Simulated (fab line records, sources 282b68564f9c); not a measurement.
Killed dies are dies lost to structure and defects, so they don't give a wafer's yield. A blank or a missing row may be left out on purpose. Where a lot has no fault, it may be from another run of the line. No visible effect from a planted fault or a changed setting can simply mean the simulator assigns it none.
A struck lot beside a sound one -- flow rit cmos -- 44 out of 202 route steps
Sound: the wafers L564.1, L564.3, L564.5. The struck wafers were L571.2, L571.3, L571.6. At the end, the cause is stated.
Order at every step that has rows: each side's tool, ch and its chambers, its first start. Under that, the readings that differ: sound wafers -- struck wafers -- difference of the means -- sigmas: that difference in standard deviations of wafers without a fault.
alike: same words and numbers on both sides, and readings whose means sit less than 2 such deviations apart. not compared: any withheld reading, any reading some wafer has no value for, any bound like >300 that may hide the same value, and any number with overlapping values for which the record gives no deviation.
A row with sigmas, a row that says differs or no value, or rows on one side alone: a step with any of these is where the two part. Non-overlapping numbers with no deviation appear without sigmas and do not part them. A reading missing from all wafers of one side parts the sides only when that side holds two or more wafers.

first, 2 steps without rows for these wafers: RIT_NLDD_HARDBAKE_07 (time 60 s); RIT_NLDD_IMPLANT_08.
RIT_NLDD_STRIP_09: strips in O2, time 180 s.
  sound on plasma asher-04 ch 0,1, day 3 03:41; struck on plasma asher-01 ch 0,1, day 4 21:29
  alike: drypump motor current A
  not compared: rf hours counter h
RIT_NLDD_TW_MEAS_10:
  struck on film metro-02, day 4 21:40; sound on film metro-03, day 3 03:51
  alike: NLDD_TW
then, 6 steps without rows for these wafers: RIT_PLDD_HMDS_00 (prime time 60 s); RIT_PLDD_COAT_01 (resist thk 1000 nm); RIT_PLDD_SOFTBAKE_02 (time 60 s); RIT_PLDD_EXPOSE_03 (exposes mask M8, target cd 40900 nm); RIT_PLDD_PEB_04; RIT_PLDD_DEVELOP_05 (develop time 50 s).
RIT_PLDD_OVL_MEAS_06:
  struck on overlay-02, day 4 22:41; sound on overlay-01, day 3 04:46
  alike: PLDD_OVL
then, 1 step without rows for these wafers: RIT_PLDD_HARDBAKE_07 (time 60 s).
RIT_PLDD_IMPLANT_08:
  sound on implanter-04 ch 0, day 3 04:57; struck on implanter-02 ch 0, day 4 23:13
  alike: tilt deg
RIT_PLDD_STRIP_09: strips in O2, time 180 s.
  sound on plasma asher-04 ch 0,1, day 3 05:06; struck on plasma asher-01 ch 0,1, day 4 23:20
  alike: drypump motor current A
  not compared: rf hours counter h
RIT_PLDD_TW_MEAS_10:
  struck on film metro-04, day 4 23:31; sound on film metro-04, day 3 05:17
reading,sound,struck,difference,sigmas
PLDD_TW,2345 2353 2358,2768 2768 2750,+410,+45
then, 4 steps without rows for these wafers: RIT_SPACER_CLEAN_00 (cleans in SC1, time 600 s); RIT_SPACER_CLEAN_01 (cleans in dHF, time 30 s); RIT_SPACER_CLEAN_02 (cleans in SC2, time 600 s); RIT_SPACER_CVD_03 (deposits Si3N4 from SiH2Cl2/NH3, target thk 250 nm, time 3300 s).
RIT_SPACER_THK_MEAS_04:
  struck on film metro-01, day 5 01:54; sound on film metro-01, day 3 07:39
  alike: SPACER_NITRIDE_THK
RIT_SPACER_ETCHBACK_05: etches Si3N4 in SF6/CHF3, stops on SiO2, target depth 250 nm, time 240 s.
  sound on rie diel-03 ch 0,1,3, day 3 07:43; struck on rie diel-03 ch 1,2,3, day 5 01:57
  alike: drypump motor current A, oes product au, throttle valve pct
  not compared: rf hours counter h
then, 6 steps without rows for these wafers: RIT_NSD_HMDS_00 (prime time 60 s); RIT_NSD_COAT_01 (resist thk 1000 nm); RIT_NSD_SOFTBAKE_02 (time 60 s); RIT_NSD_EXPOSE_03 (exposes mask M9, target cd 40700 nm); RIT_NSD_PEB_04; RIT_NSD_DEVELOP_05 (develop time 50 s).
RIT_NSD_OVL_MEAS_06:
  struck on overlay-02, day 5 03:20; sound on overlay-02, day 3 08:43
  alike: NSD_OVL
then, 2 steps without rows for these wafers: RIT_NSD_HARDBAKE_07 (time 60 s); RIT_NSD_IMPLANT_08.
RIT_NSD_STRIP_09: strips in O2, time 180 s.
  sound on plasma asher-03 ch 0, day 3 09:03; struck on plasma asher-02 ch 0,1, day 5 03:40
  alike: drypump motor current A
  not compared: rf hours counter h
RIT_NSD_TW_MEAS_10:
  struck on film metro-03, day 5 03:51; sound on film metro-02, day 3 09:13
  alike: NSD_TW
then, 6 steps without rows for these wafers: RIT_PSD_HMDS_00 (prime time 60 s); RIT_PSD_COAT_01 (resist thk 992 nm); RIT_PSD_SOFTBAKE_02 (time 60 s); RIT_PSD_EXPOSE_03 (exposes mask M10, target cd 40900 nm); RIT_PSD_PEB_04; RIT_PSD_DEVELOP_05 (develop time 50 s).
RIT_PSD_OVL_MEAS_06:
  struck on overlay-02, day 5 05:07; sound on overlay-02, day 3 10:16
  alike: PSD_OVL
then, 2 steps without rows for these wafers: RIT_PSD_HARDBAKE_07 (time 60 s); RIT_PSD_IMPLANT_08.
RIT_PSD_STRIP_09: strips in O2, time 180 s.
  sound on plasma asher-04 ch 0,1, day 3 10:35; struck on plasma asher-02 ch 1, day 5 05:52
  alike: drypump motor current A
  not compared: rf hours counter h
RIT_SDANNEAL_RS_MEAS_06: the measuring method here is four-point-probe.
  struck on film metro-03, day 5 06:52; sound on film metro-02, day 3 11:31
reading,sound,struck,difference,sigmas
PLDD_RS (ohm/sq),177.6 177.6 177.4,151.6 151.6 151.3,-26.0,-54
RIT_M1_PROBE_99:
  struck on prober-02, day 5 14:41; sound on prober-01, day 3 18:39
  alike: killed at contacts, killed at front end, killed dies, killed open, killed short

== WHERE THEY PART ==
First at RIT_PLDD_TW_MEAS_10; last, within this record, at RIT_SDANNEAL_RS_MEAS_06. Later steps at which nothing parts them and some readings are alike: RIT_M1_PROBE_99.

WHY: what the simulator had put in
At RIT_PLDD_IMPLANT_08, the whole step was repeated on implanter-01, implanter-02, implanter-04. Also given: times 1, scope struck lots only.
